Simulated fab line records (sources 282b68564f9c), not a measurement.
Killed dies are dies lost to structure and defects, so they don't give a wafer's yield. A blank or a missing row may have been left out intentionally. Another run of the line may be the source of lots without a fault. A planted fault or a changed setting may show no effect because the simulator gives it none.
fab line records	flow ritCmos
record lots=7	wafers=21	lastDay=7
route steps=202 shown PLDD@118 SPACER@125 M1@202
lots with no fault: from the same line, run without faults
startH: hours from the record's first day to the start of the lot's first wafer shown	waitH: hours from the lot's prior step to this one	" repeats the value in the row above	L1.1+2: one row covering several wafers at once	- no value present, or no start provided	* or withheld: withheld	< > ~ a bound
route shown NAME@n: a module of which the file shows steps, and the number in the route of the first	usual: the fault-free wafers' mean and standard deviation	same: alike in all rows	chamber/n: place in a boat	sites: readings site by site	_std_site: their standard deviation	_edge_site: outer sites' mean less inner sites'	radiusMm: for every site, how far away it sits from the centre of the wafer	mask NAME#n: copy n	behind: the last tool/chamber to shape the wafer	hold: what put the lot on hold/how long, in hours/how the hold closed	device: transistor that didn't switch, given as n, p or np	end of line: tests of these same wafers at the route's end	where a step has no rows: the recipe by itself	killed: dies that structure and defects cost at the first sort, which is not the same as the wafer's yield	map: shows each die of a wafer: x if killed, . if not, _ if none is there
set.NAME: the setting as run; set.NAME@STEP: as run at that earlier step	model.NAME: the simulator's own value behind a step, which no gauge read
a table for each step, a row for each wafer; lots at some steps of the route
services: the hour from which a tool's chamber was out of use, counted from the record's first day as startH (under 0 if before that day), plus the number of hours and why
## steps
# step RIT_PLDD_PEB_04
# recipe resist=NOVOLAK	tempC=withheld	timeS=withheld
# step RIT_PLDD_DEVELOP_05
# recipe resist=NOVOLAK	developTimeS=50	devTempC=23
# step RIT_PLDD_OVL_MEAS_06
# usual PLDD_OVL=0.3/1.2
lot.wafer	tool	chamber	startH	waitH	PLDD_OVL[nm]
L544.1	overlay-02	-	89.61	-	1.0
L544.3	"	-	"	"	0.5
L544.4	"	-	"	"	1.3
L548.4	overlay-01	-	111.03	-	-0.2
L548.5	"	-	"	"	-0.5
L548.6	"	-	"	"	-1.9
L549.2	overlay-02	-	117.07	-	-2.0
L549.4	"	-	"	"	-0.5
L549.5	"	-	"	"	-0.8
L550.1	overlay-02	-	119.46	-	0.8
L550.5	"	-	"	"	0.7
L550.6	"	-	"	"	-0.2
L551.1	overlay-02	-	127.06	-	1.2
L551.2	"	-	"	"	0.0
L551.4	"	-	"	"	1.6
L555.2	overlay-01	-	148.13	-	-1.8
L555.5	"	-	"	"	-1.3
L555.6	"	-	"	"	-1.6
L557.1	overlay-01	-	156.27	-	-0.1
L557.2	"	-	"	"	-0.1
L557.3	"	-	"	"	0.8
# step RIT_PLDD_HARDBAKE_07
# recipe resist=NOVOLAK	tempC=140	timeS=60
# step RIT_PLDD_IMPLANT_08
# recipe species=BF2	energyKev=20	doseCm2=9e+14	tiltDeg=7
# step RIT_PLDD_STRIP_09
# recipe chemistry=O2	timeS=180	resist=NOVOLAK	platenTempC=withheld	powerW=500	pressureMtorr=4000	o2FlowSccm=4000
# usual drypumpMotorCurrentA=5.8/0.52
lot.wafer	tool	chamber	startH	waitH	drypumpMotorCurrentA	rfHoursCounterH
L544.1	plasmaAsher-01	1	89.95	0.1	6.3	45
L544.3	"	0	"	"	5.1	-
L544.4	"	1	"	"	6.3	-
L548.4	plasmaAsher-02	1	111.41	0.1	5.9	-
L548.5	"	1	"	"	5.9	-
L548.6	"	0	"	"	6.3	-
L549.2	plasmaAsher-02	1	117.40	0.1	6.0	49
L549.4	"	1	"	"	5.9	-
L549.5	"	0	"	"	6.3	-
L550.1	plasmaAsher-01	0	119.80	0.1	5.1	49
L550.5	"	0	"	"	5.1	-
L550.6	"	1	"	"	6.2	-
L551.1	plasmaAsher-01	1	127.40	0.1	6.3	50
L551.2	"	0	"	"	5.0	50
L551.4	"	0	"	"	5.0	-
L555.2	plasmaAsher-01	0	148.46	0.1	5.1	52
L555.5	"	1	"	"	6.3	-
L555.6	"	0	"	"	5.1	-
L557.1	plasmaAsher-02	1	156.61	0.1	5.9	53
L557.2	"	0	"	"	6.3	53
L557.3	"	1	"	"	5.9	-
# step RIT_PLDD_TW_MEAS_10
# usual PLDD_TW=2361/18
lot.wafer	tool	chamber	startH	waitH	PLDD_TW
L544.1	filmMetro-04	-	90.12	0.1	2357
L544.3	"	-	"	"	2354
L544.4	"	-	"	"	2345
L548.4	filmMetro-01	-	111.56	0.1	2337
L548.5	"	-	"	"	2318
L548.6	"	-	"	"	2328
L549.2	filmMetro-03	-	117.58	0.1	2391
L549.4	"	-	"	"	2387
L549.5	"	-	"	"	2390
L550.1	filmMetro-03	-	119.97	0.1	2400
L550.5	"	-	"	"	2374
L550.6	"	-	"	"	2375
L551.1	filmMetro-04	-	127.57	0.1	2368
L551.2	"	-	"	"	2366
L551.4	"	-	"	"	2391
L555.2	filmMetro-03	-	148.64	0.1	2360
L555.5	"	-	"	"	2364
L555.6	"	-	"	"	2351
L557.1	filmMetro-04	-	156.78	0.1	2363
L557.2	"	-	"	"	2359
L557.3	"	-	"	"	2361
# step RIT_SPACER_CLEAN_00
# recipe chemistry=SC1	mix=3:3:50	timeS=600	tempC=75
# step RIT_SPACER_CLEAN_01
# recipe chemistry=dHF	dilution=50:1	timeS=30
# step RIT_SPACER_CLEAN_02
# recipe chemistry=SC2	mix=3:3:50	timeS=600	tempC=75	dry=n2Spin
# step RIT_SPACER_CVD_03
# recipe material=Si3N4	targetThkNm=250	tempC=810	precursor=SiH2Cl2/NH3	timeS=3300	pressureMtorr=300	sih2cl2FlowSccm=60	nh3FlowSccm=150
# step RIT_SPACER_THK_MEAS_04
# recipe reads=Si3N4_of_SPACER_CVD_03
# usual SPACER_NITRIDE_THK=248.8/2.2
lot.wafer	tool	chamber	startH	waitH	SPACER_NITRIDE_THK[nm]
L544.1	filmMetro-04	-	92.54	0.0	247.5
L544.3	"	-	"	"	249.0
L544.4	"	-	"	"	250.4
L548.4	filmMetro-01	-	113.90	0.0	254.5
L548.5	"	-	"	"	251.8
L548.6	"	-	"	"	252.4
L549.2	filmMetro-02	-	120.46	0.0	247.1
L549.4	"	-	"	"	248.0
L549.5	"	-	"	"	248.2
L550.1	filmMetro-04	-	122.36	0.0	254.1
L550.5	"	-	"	"	251.3
L550.6	"	-	"	"	250.3
L551.1	filmMetro-04	-	131.09	0.0	252.3
L551.2	"	-	"	"	252.9
L551.4	"	-	"	"	252.0
L555.2	filmMetro-04	-	151.01	0.0	247.2
L555.5	"	-	"	"	247.2
L555.6	"	-	"	"	247.8
L557.1	filmMetro-04	-	159.13	0.0	247.9
L557.2	"	-	"	"	247.7
L557.3	"	-	"	"	246.9
# step RIT_SPACER_ETCHBACK_05
# recipe targetDepthA=2500	SF6_flow_sccm=30	CHF3_flow_sccm=30	target=Si3N4	chemistry=SF6/CHF3	pressureMtorr=40	rfW=250	timeS=240	stopOn=SiO2
# usual CHF3_flow_sccm=30.00/0.086	SF6_flow_sccm=30.00/0.092	drypumpMotorCurrentA=5.9/0.49	oesProductAu=0.845/0.012	throttleValvePct=10.27/0.15
lot.wafer	tool	chamber	startH	waitH	CHF3_flow_sccm	SF6_flow_sccm	drypumpMotorCurrentA	oesProductAu	rfHoursCounterH	throttleValvePct	model.poly-Si_of_GATE_CVD_08.thkNm	model.Si3N4_of_SPACER_CVD_03.thkNm	model.SiO2_of_FOX2_OXIDATION_00.thkNm
L544.1	rieDiel-03	2	92.60	0.1	29.90	30.10	6.5	0.846	10	10.50	168.5	194.2	171.7
L544.3	"	0	"	"	30.15	30.06	6.1	0.813	131	9.99	166.1	194.7	169.8
L544.4	"	1	"	"	30.03	29.93	6.3	0.844	131	10.25	167.1	196.6	172.7
L548.4	rieDiel-03	2	114.01	0.1	-	-	-	-	-	-	229.7	254.4	226.2
L548.5	"	0	"	"	-	-	-	-	-	-	228.8	251.6	222.8
L548.6	"	1	"	"	-	-	-	-	-	-	228.5	252.4	228.8
L549.2	rieDiel-01	3	120.51	0.0	-	-	-	-	-	-	235.9	247	223.6
L549.4	"	1	"	"	-	-	-	-	-	-	237.6	248.2	221
L549.5	"	3	"	"	-	-	-	-	-	-	238	248.2	220
L550.1	rieDiel-04	3	122.42	0.1	-	-	-	-	-	-	230.3	254.1	221.3
L550.5	"	2	"	"	-	-	-	-	-	-	231.1	251.2	222.3
L550.6	"	1	"	"	-	-	-	-	-	-	231.9	250.3	216.2
L551.1	rieDiel-03	0	131.15	0.1	29.98	30.20	6.0	0.823	132	10.04	165.4	197.3	162.7
L551.2	"	3	"	"	30.08	29.98	5.8	0.857	0	10.31	168.9	199.8	165.9
L551.4	"	2	"	"	29.89	29.83	6.5	0.857	11	10.50	167.7	198.3	158.6
L555.2	rieDiel-01	0	151.06	0.0	30.01	29.91	6.1	0.837	25	10.36	170.1	196	189.2
L555.5	"	3	"	"	30.01	30.09	5.8	0.850	-	10.39	168.4	194.7	185.4
L555.6	"	2	"	"	29.82	29.94	6.5	0.819	-	10.18	170.6	196.6	187.1
L557.1	rieDiel-04	3	159.19	0.1	29.98	29.93	5.8	0.836	1	10.32	167.8	194.9	188.8
L557.2	"	1	"	"	29.99	29.97	5.1	0.859	129	9.99	168.5	195.7	192.3
L557.3	"	0	"	"	30.03	29.99	5.7	0.850	26	10.36	166	192.9	186.8
# step RIT_M1_PROBE_99
# usual killedAtContacts=0.1/0.24	killedAtFrontEnd=7/3.2	killedDies=7/3.2	killedOnRim=1.9/1.4	killedOpen=3.6/2.1	killedShort=3.5/2
# same grossDies=264	killed_at_M0_to_M3=0	killed_at_M4_up=0	killedAtBackSide=0	killedAtOther=0
lot.wafer	tool	chamber	startH	waitH	hold	killedAtContacts	killedAtFrontEnd	killedDies	killedOnRim	killedOpen	killedShort
L544.1	prober-01	-	103.71	0.1	-	0	8	8	2	3	5
L544.3	prober-01	-	103.81	0.2	-	0	6	6	0	2	4
L544.4	prober-01	-	103.86	0.2	-	0	10	10	3	4	6
L548.4	prober-01	-	126.82	1.5	awaitDispo/1.6h/scrap	0	264	264	70	10	1
L548.5	prober-01	-	126.87	1.5	awaitDispo/1.6h/scrap	0	264	264	70	4	5
L548.6	prober-01	-	126.92	1.5	awaitDispo/1.6h/scrap	0	264	264	70	1	3
L549.2	prober-02	-	134.22	2.2	awaitDispo/2.0h/scrap	0	264	264	70	6	5
L549.4	prober-02	-	134.32	2.3	awaitDispo/2.0h/scrap	0	264	264	70	4	1
L549.5	prober-02	-	134.37	2.3	awaitDispo/2.0h/scrap	0	264	264	70	2	4
L550.1	prober-01	-	137.41	3.4	awaitDispo/4.9h/scrap	0	264	264	70	1	3
L550.5	prober-01	-	137.61	3.5	awaitDispo/4.9h/scrap	0	264	264	70	8	3
L550.6	prober-01	-	137.66	3.6	awaitDispo/4.9h/scrap	0	264	264	70	4	8
L551.1	prober-02	-	142.41	0.1	-	0	4	4	0	1	3
L551.2	prober-02	-	142.46	0.1	-	0	5	5	2	4	1
L551.4	prober-02	-	142.56	0.2	-	1	9	10	2	6	4
L557.1	prober-02	-	170.40	0.1	-	1	10	11	3	3	8
L557.2	prober-02	-	170.45	0.1	-	0	8	8	2	2	6
L557.3	prober-02	-	170.50	0.2	-	0	9	9	3	5	4
# killed by level:class
L544.1 GATE:geometricParticle:short=3 GATE:geometricParticle:open=2 FOX1:geometricParticle:short=1 FOX1:geometricParticle:open=1 FOX2:geometricParticle:short=1
L544.3 GATE:geometricParticle:open=2 GATE:geometricParticle:short=2 FOX1:geometricParticle:short=1 FOX2:geometricParticle:short=1
L544.4 FOX1:geometricParticle:short=3 GATE:geometricParticle:open=2 SILICIDE:geometricParticle:short=2 GATE:geometricParticle:short=1 SPACER:geometricParticle:open=1 SILICIDE:geometricParticle:open=1
L548.4 SPACER:areaEtchback=253 GATE:geometricParticle:open=4 FOX2:geometricParticle:open=2 SILICIDE:geometricParticle:open=2 FOX1:geometricParticle:open=1 GATE:geometricParticle:short=1 REOX:geometricParticle:open=1
L548.5 SPACER:areaEtchback=255 GATE:geometricParticle:short=2 FOX1:geometricParticle:open=1 FOX2:geometricParticle:short=1 REOX:geometricParticle:open=1 SPACER:geometricParticle:short=1 SILICIDE:geometricParticle:open=1 SILICIDE:geometricParticle:short=1
L548.6 SPACER:areaEtchback=260 GATE:geometricParticle:short=3 SPACER:geometricParticle:open=1
L549.2 SPACER:areaEtchback=253 GATE:geometricParticle:short=3 GATE:geometricParticle:open=2 REOX:geometricParticle:open=2 ACTIVE:geometricParticle:short=1 FOX2:geometricParticle:open=1 REOX:geometricParticle:short=1 SILICIDE:geometricParticle:open=1
L549.4 SPACER:areaEtchback=259 SPACER:geometricParticle:open=2 FOX1:geometricParticle:open=1 REOX:geometricParticle:open=1 SPACER:geometricParticle:short=1
L549.5 SPACER:areaEtchback=258 GATE:geometricParticle:short=2 FOX1:geometricParticle:open=1 FOX2:geometricParticle:short=1 GATE:geometricParticle:open=1 SPACER:geometricParticle:short=1
L550.1 SPACER:areaEtchback=260 SPACER:geometricParticle:short=2 FOX2:geometricParticle:short=1 SPACER:geometricParticle:open=1
L550.5 SPACER:areaEtchback=253 FOX2:geometricParticle:open=4 GATE:geometricParticle:open=3 FOX1:geometricParticle:short=1 FOX2:geometricParticle:short=1 GATE:geometricParticle:short=1 SILICIDE:geometricParticle:open=1
L550.6 SPACER:areaEtchback=252 GATE:geometricParticle:open=4 SILICIDE:geometricParticle:short=3 FOX2:geometricParticle:short=2 FOX1:geometricParticle:short=1 GATE:geometricParticle:short=1 REOX:geometricParticle:short=1
L551.1 SPACER:geometricParticle:short=2 GATE:geometricParticle:short=1 GATE:geometricParticle:open=1
L551.2 GATE:geometricParticle:open=3 FOX2:geometricParticle:open=1 SILICIDE:geometricParticle:short=1
L551.4 GATE:geometricParticle:open=4 GATE:geometricParticle:short=1 REOX:geometricParticle:open=1 SPACER:geometricParticle:open=1 SPACER:geometricParticle:short=1 SILICIDE:geometricParticle:short=1 CONTACT:geometricParticle:short=1
L557.1 FOX1:geometricParticle:short=3 GATE:geometricParticle:short=2 FOX1:geometricParticle:open=1 FOX2:geometricParticle:open=1 FOX2:geometricParticle:short=1 SILICIDE:geometricParticle:open=1 SILICIDE:geometricParticle:short=1 CONTACT:geometricParticle:short=1
L557.2 GATE:geometricParticle:short=3 FOX2:geometricParticle:open=1 FOX2:geometricParticle:short=1 GATE:geometricParticle:open=1 REOX:geometricParticle:short=1 SPACER:geometricParticle:short=1
L557.3 GATE:geometricParticle:short=3 FOX2:geometricParticle:open=2 FOX1:geometricParticle:short=1 FOX1:geometricParticle:open=1 GATE:geometricParticle:open=1 SILICIDE:geometricParticle:open=1
# map L548.4 (x killed, . not)
________xxxxxxx_______
_____xxxxxxxxxxxxx____
____xxxxxxxxxxxxxxx___
___xxxxxxxxxxxxxxxxx__
__xxxxxxxxxxxxxxxxxxx_
__xxxxxxxxxxxxxxxxxxx_
_xxxxxxxxxxxxxxxxxxxxx
_xxxxxxxxxxxxxxxxxxxxx
_xxxxxxxxxxxxxxxxxxxxx
_xxxxxxxxxxxxxxxxxxxxx
__xxxxxxxxxxxxxxxxxxx_
__xxxxxxxxxxxxxxxxxxx_
___xxxxxxxxxxxxxxxxx__
____xxxxxxxxxxxxxxx___
_____xxxxxxxxxxxxx____
________xxxxxxx_______
# map L549.2 (x killed, . not)
________xxxxxxx_______
_____xxxxxxxxxxxxx____
____xxxxxxxxxxxxxxx___
___xxxxxxxxxxxxxxxxx__
__xxxxxxxxxxxxxxxxxxx_
__xxxxxxxxxxxxxxxxxxx_
_xxxxxxxxxxxxxxxxxxxxx
_xxxxxxxxxxxxxxxxxxxxx
_xxxxxxxxxxxxxxxxxxxxx
_xxxxxxxxxxxxxxxxxxxxx
__xxxxxxxxxxxxxxxxxxx_
__xxxxxxxxxxxxxxxxxxx_
___xxxxxxxxxxxxxxxxx__
____xxxxxxxxxxxxxxx___
_____xxxxxxxxxxxxx____
________xxxxxxx_______
## services
tool	chamber	startH	hours	kind
rieDiel-03	3	97.30	-	clean
rieDiel-03	3	97.30	18.0	scheduledDown
rieDiel-03	3	97.30	18.0	ventCycle
rieDiel-03	-	115.02	1.0	repair
rieDiel-01	-	147.83	2.8	pm
## key
firstSign step=RIT_SPACER_ETCHBACK_05	reading=toolRecord	direction=missing
effect step=RIT_M1_PROBE_99	reading=killedAtFrontEnd	direction=up	sigmas=80	usual=7	struck=264
modelEffect step=RIT_SPACER_ETCHBACK_05	value=poly-Si_of_GATE_CVD_08.thkNm	without=167.1	struck=232.4
moreKillsBornAt RIT_SPACER_ETCHBACK_05@rieDiel-01=770	RIT_SPACER_ETCHBACK_05@rieDiel-03=768	RIT_SPACER_ETCHBACK_05@rieDiel-04=765
metAt RIT_SPACER_ETCHBACK_05
struckWafers L548.4,L548.5,L548.6,L549.2,L549.4,L549.5,L550.1,L550.5,L550.6
laterRowsLeftOut L548.4,L548.5,L548.6,L549.2,L549.4,L549.5,L550.1,L550.5,L550.6
testerLeftOut L548,L549,L550
onsetBetween 92.60 114.01
fault kind=skippedStepWhole	tool=rieDiel-01,rieDiel-03,rieDiel-04	chamber=-	onsetH=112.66	steps=RIT_SPACER_ETCHBACK_05	scope=struckLotsOnly
# testerLeftOut: of these lots the tester's yield and bins aren't shown, on N5 and GAA mostly nor the transistor test; their killed dies are dies lost to structure and defects alone, not to doping, threshold or leakage, so they don't give the yield
# laterRowsLeftOut: the simulator's readings of these wafers behind a module that went badly wrong aren't trusted and aren't shown, but for the sort
